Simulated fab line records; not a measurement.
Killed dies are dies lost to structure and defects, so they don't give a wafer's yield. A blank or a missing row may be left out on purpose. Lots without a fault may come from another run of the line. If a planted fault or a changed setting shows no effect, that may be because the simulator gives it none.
2 desks looking at one fault / flow rit_cmos / only its own numbers are on each desk; what lay behind them is given at the end

## THE TOOL OWNER'S DESK: iline_stepper-01
The tool's own readings at RIT_GATE_EXPOSE_13 (exposes mask M6, target cd 150 nm): means of the sampled wafers that have a number, for each lot that ran on this tool. Any lot whose mean is over 4 standard deviations away from the usual mean is out of limits and marked OUT; that distance is given in the brackets.
Columns: A = exposure_dose_mJ_cm2 at RIT_GATE_EXPOSE_13, usual 379.8
lot=L649; first seen here=day 3 02:50; A=380.0
lot=L650; first seen here=day 3 05:38; A=380.3
lot=L653; first seen here=day 3 20:08; A=380.1
lot=L654; first seen here=day 4 00:22; A=379.8
lot=L658; first seen here=day 4 20:59; A=379.5
lot=L662; first seen here=day 5 19:29; A=380.3
lot=L668; first seen here=day 7 09:20; A=368.6 (-29) OUT
This desk's finding: out of limits on L668; first on L668, day 7 09:20 (exposure_dose_mJ_cm2 at RIT_GATE_EXPOSE_13). Within limits: L649, L650, L653, L654, L658, L662.

## FROM THE METROLOGY DESK
What the gauges read, lot by lot, whatever tool the lot ran on: means of the sampled wafers that have a number. Any lot whose mean is over 4 standard deviations away from the usual mean is out of limits and marked OUT; that distance is given in the brackets.
Columns: A = cd_nm at RIT_GATE_CD_MEAS_16, usual 149.4 nm
lot=L647; first seen here=day 2 23:28; A=146.5
lot=L649; first seen here=day 3 03:23; A=145.8
lot=L650; first seen here=day 3 06:02; A=150.5
lot=L653; first seen here=day 3 20:32; A=150.6
lot=L654; first seen here=day 4 00:46; A=152.8
lot=L656; first seen here=day 4 10:53; A=148.7
lot=L657; first seen here=day 4 15:53; A=148.4
lot=L658; first seen here=day 4 21:24; A=151.2
lot=L659; first seen here=day 5 02:07; A=153.7
lot=L660; first seen here=day 5 09:23; A=146.2
lot=L662; first seen here=day 5 19:53; A=149.1
lot=L668; first seen here=day 7 09:46; A=103.9 (-18) OUT
lot=L669; first seen here=day 7 15:13; A=147.5
This desk's finding: out of limits on L668; first on L668, day 7 09:46 (cd_nm at RIT_GATE_CD_MEAS_16). Within limits: L647, L649, L650, L653, L654, L656, L657, L658, L659, L660, L662, L669.

## BROUGHT TOGETHER
The tool owner's desk had the chance to raise an alarm at day 7 09:20 on L668.
Metrology desk: alarm possible at day 7 09:46 on L668.
Every lot named ran RIT_GATE_EXPOSE_13 on iline_stepper-01.

## WHAT THE SIMULATOR HAD PUT IN
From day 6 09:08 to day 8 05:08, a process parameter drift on iline_stepper-01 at RIT_GATE_EXPOSE_13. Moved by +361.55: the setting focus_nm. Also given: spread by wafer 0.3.
Shown lots that were struck: L668.
Hours from the fault's start to each desk's first reading out of limits: the tool owner's desk, 24; the metrology desk, 25.
